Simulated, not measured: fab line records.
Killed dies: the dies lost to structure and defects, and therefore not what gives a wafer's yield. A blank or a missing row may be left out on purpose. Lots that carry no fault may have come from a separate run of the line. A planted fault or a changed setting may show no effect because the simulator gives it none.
fab line records | flow rit_cmos
[record] lots = 14 | wafers = 42 | last_day = 7
route steps=202 shown PRETRO@66 M1@202
lots that met no fault: from a run of the same line without faults
start_h: the number of hours between the record's first day and the start of the first shown wafer of the lot | wait_h: hours since the lot's step before | " unchanged from the row above | L1.1+2: several wafers, shown together as one row | - no value, or no start was given | * or withheld: withheld | < > ~ a bound
route shown NAME@n: names a module that has steps shown in the file, with the first one's number in the route | usual: mean/standard deviation of fault-free wafers | same: alike in all rows | chamber/n: place in a boat | sites: the reading at each site | _std_site: the values' standard deviation | _edge_site: mean of outer sites minus mean of inner sites | radius_mm: for every site, how far away it sits from the centre of the wafer | mask NAME#n: copy n | behind: the tool/chamber that last shaped the wafer | hold: cause of the lot's hold/its duration in hours/its outcome | device: whichever transistor did not switch (one of n, p or np) | end of line: tests of these same wafers at the route's end | step lacking rows: just its recipe | killed: not the wafer's yield, but the dies lost to structure and defects at the first sort | map: a wafer's dies, marking killed ones x, the rest . and places with no die _
set.NAME: the run value of the setting; set.NAME@STEP: its run value at that earlier step | model.NAME: the simulator's own value behind a step, which no gauge read
one table for each step of the route and one row for each wafer, over a sample of lots
[[steps]]
[step RIT_PRETRO_SOFTBAKE_02]
[recipe] resist = NOVOLAK | temp_c = 90 | time_s = 60
[usual] heater_power_total_W = 34.56/0.054 | plate_temp_C = 90.01/0.13
lot.wafer | tool           | chamber | start_h | wait_h | heater_power_total_W | plate_temp_C
L788.2    | litho_track-03 | 0       | 30.49   | 0.1    | 34.67                | 90.03
L788.3    | "              | 0       | "       | "      | 34.53                | 90.03
L788.5    | "              | 0       | "       | "      | 34.59                | 89.85
L789.4    | litho_track-03 | 0       | 35.35   | 0.1    | 34.55                | 89.96
L789.5    | "              | 0       | "       | "      | 34.54                | 89.94
L789.6    | "              | 0       | "       | "      | 34.46                | 89.96
L790.1    | litho_track-03 | 0       | 40.89   | 0.1    | 34.56                | 89.97
L790.3    | "              | 0       | "       | "      | 34.58                | 90.20
L790.5    | "              | 0       | "       | "      | 34.54                | 90.11
L791.2    | litho_track-03 | 0       | 46.15   | 0.1    | 35.04                | 91.02
L791.3    | "              | 0       | "       | "      | 35.07                | 91.04
L791.5    | "              | 0       | "       | "      | 35.12                | 90.82
L792.1    | litho_track-01 | 0       | 50.39   | 0.1    | 34.47                | 89.83
L792.4    | "              | 0       | "       | "      | 34.71                | 89.86
L792.6    | "              | 0       | "       | "      | 34.53                | 89.88
L793.2    | litho_track-03 | 0       | 55.09   | 0.1    | 34.99                | 91.15
L793.3    | "              | 0       | "       | "      | 35.14                | 90.99
L793.4    | "              | 0       | "       | "      | 35.13                | 90.87
L801.3    | litho_track-01 | 0       | 95.98   | 0.1    | 34.64                | 90.04
L801.5    | "              | 0       | "       | "      | 34.53                | 89.91
L801.6    | "              | 0       | "       | "      | 34.64                | 90.06
L802.3    | litho_track-01 | 0       | 101.14  | 0.1    | 34.56                | 89.97
L802.4    | "              | 0       | "       | "      | 34.62                | 89.82
L802.5    | "              | 0       | "       | "      | 34.50                | 89.97
L804.2    | litho_track-04 | 0       | 111.22  | 0.1    | 34.63                | 90.05
L804.5    | "              | 0       | "       | "      | 34.58                | 90.17
L804.6    | "              | 0       | "       | "      | 34.62                | 90.13
L806.3    | litho_track-01 | 0       | 121.20  | 0.1    | 34.60                | 90.07
L806.4    | "              | 0       | "       | "      | 34.44                | 90.03
L806.6    | "              | 0       | "       | "      | 34.54                | 90.24
L807.3    | litho_track-01 | 0       | 126.64  | 0.1    | 34.58                | 90.00
L807.5    | "              | 0       | "       | "      | 34.49                | 89.77
L807.6    | "              | 0       | "       | "      | 34.44                | 89.98
L809.3    | litho_track-03 | 0       | 135.80  | 0.1    | 34.54                | 89.96
L809.4    | "              | 0       | "       | "      | 34.54                | 90.05
L809.5    | "              | 0       | "       | "      | 34.62                | 89.92
L810.3    | litho_track-04 | 0       | 141.14  | 0.1    | 34.52                | 90.24
L810.4    | "              | 0       | "       | "      | 34.60                | 90.00
L810.6    | "              | 0       | "       | "      | 34.58                | 90.12
L811.1    | litho_track-03 | 0       | 146.46  | 0.1    | 34.55                | 90.10
L811.2    | "              | 0       | "       | "      | 34.58                | 90.04
L811.6    | "              | 0       | "       | "      | 34.57                | 90.04
[step RIT_M1_PROBE_99]
[usual] killed_at_M0_to_M3 = 0.0/0.16 | killed_at_contacts = 0.1/0.3 | killed_at_front_end = 7.1/3 | killed_dies = 7.3/3 | killed_open = 3.6/2 | killed_short = 3.5/1.9
[same] gross_dies = 264 | killed_at_M4_up = 0 | killed_at_back_side = 0 | killed_at_other = 0
lot.wafer | tool      | chamber | start_h | wait_h | killed_at_M0_to_M3 | killed_at_contacts | killed_at_front_end | killed_dies | killed_open | killed_short
L801.3    | prober-02 | -       | 124.30  | 0.2    | 0                  | 0                  | 5                   | 5           | 4           | 1
L801.5    | prober-02 | -       | 124.40  | 0.2    | 0                  | 1                  | 6                   | 7           | 2           | 5
L801.6    | prober-02 | -       | 124.45  | 0.2    | 0                  | 0                  | 12                  | 12          | 6           | 6
L804.2    | prober-01 | -       | 138.42  | 0.1    | 0                  | 0                  | 1                   | 1           | 1           | 0
L804.5    | prober-01 | -       | 138.57  | 0.2    | 0                  | 0                  | 2                   | 2           | 1           | 1
L804.6    | prober-01 | -       | 138.62  | 0.2    | 0                  | 0                  | 8                   | 8           | 4           | 4
L807.3    | prober-02 | -       | 154.16  | 0.2    | 0                  | 0                  | 6                   | 6           | 3           | 3
L807.5    | prober-02 | -       | 154.26  | 0.2    | 0                  | 0                  | 4                   | 4           | 3           | 1
L807.6    | prober-02 | -       | 154.31  | 0.2    | 0                  | 2                  | 7                   | 9           | 4           | 5
// killed by level:class
L801.3 FOX2:geometric_particle:open=1 GATE:geometric_particle:open=1 GATE:geometric_particle:short=1 SPACER:geometric_particle:open=1 SILICIDE:geometric_particle:open=1
L801.5 SPACER:geometric_particle:short=2 FOX1:geometric_particle:short=1 CONTACT:geometric_particle:open=1 GATE:geometric_particle:open=1 GATE:geometric_particle:short=1 SILICIDE:geometric_particle:short=1
L801.6 GATE:geometric_particle:short=5 GATE:geometric_particle:open=3 FOX1:geometric_particle:open=1 FOX2:geometric_particle:short=1 FOX2:geometric_particle:open=1 SPACER:geometric_particle:open=1
L804.2 REOX:geometric_particle:open=1
L804.5 GATE:geometric_particle:short=1 REOX:geometric_particle:open=1
L804.6 GATE:geometric_particle:open=2 GATE:geometric_particle:short=2 FOX2:geometric_particle:short=1 REOX:geometric_particle:short=1 SPACER:geometric_particle:open=1 SILICIDE:geometric_particle:open=1
L807.3 GATE:geometric_particle:open=2 GATE:geometric_particle:short=2 SPACER:geometric_particle:open=1 SILICIDE:geometric_particle:short=1
L807.5 GATE:geometric_particle:open=1 GATE:geometric_particle:short=1 SPACER:geometric_particle:open=1 SILICIDE:geometric_particle:open=1
L807.6 GATE:geometric_particle:open=3 CONTACT:geometric_particle:short=2 FOX1:geometric_particle:short=1 GATE:geometric_particle:short=1 SILICIDE:geometric_particle:short=1 SILICIDE:geometric_particle:open=1
[[key]]
[first_sign] step = RIT_PRETRO_SOFTBAKE_02 | reading = heater_power_total_W | direction = up | sigmas = 9.6 | usual = 34.56 | struck = 35.08
[effect] step = RIT_PRETRO_SOFTBAKE_02 | reading = plate_temp_C | direction = up | sigmas = 7.4 | usual = * | struck = *
met_at RIT_PRETRO_SOFTBAKE_02
struck_lots L791,L793
tester_left_out L791,L793
onset_between 40.89 46.15
[fault] kind = process_parameter_drift | tool = litho_track-03 | chamber = - | onset_h = 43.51 | steps = RIT_PRETRO_SOFTBAKE_02 | channel = temp_c | offset = * | shape = step | end_h = 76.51 | acts_in = * | stated = *
// tester_left_out: of these lots the tester's yield and bins aren't shown, on N5 and GAA mostly nor the transistor test; their killed dies are dies lost to structure and defects alone, not to doping, threshold or leakage, so they don't give the yield
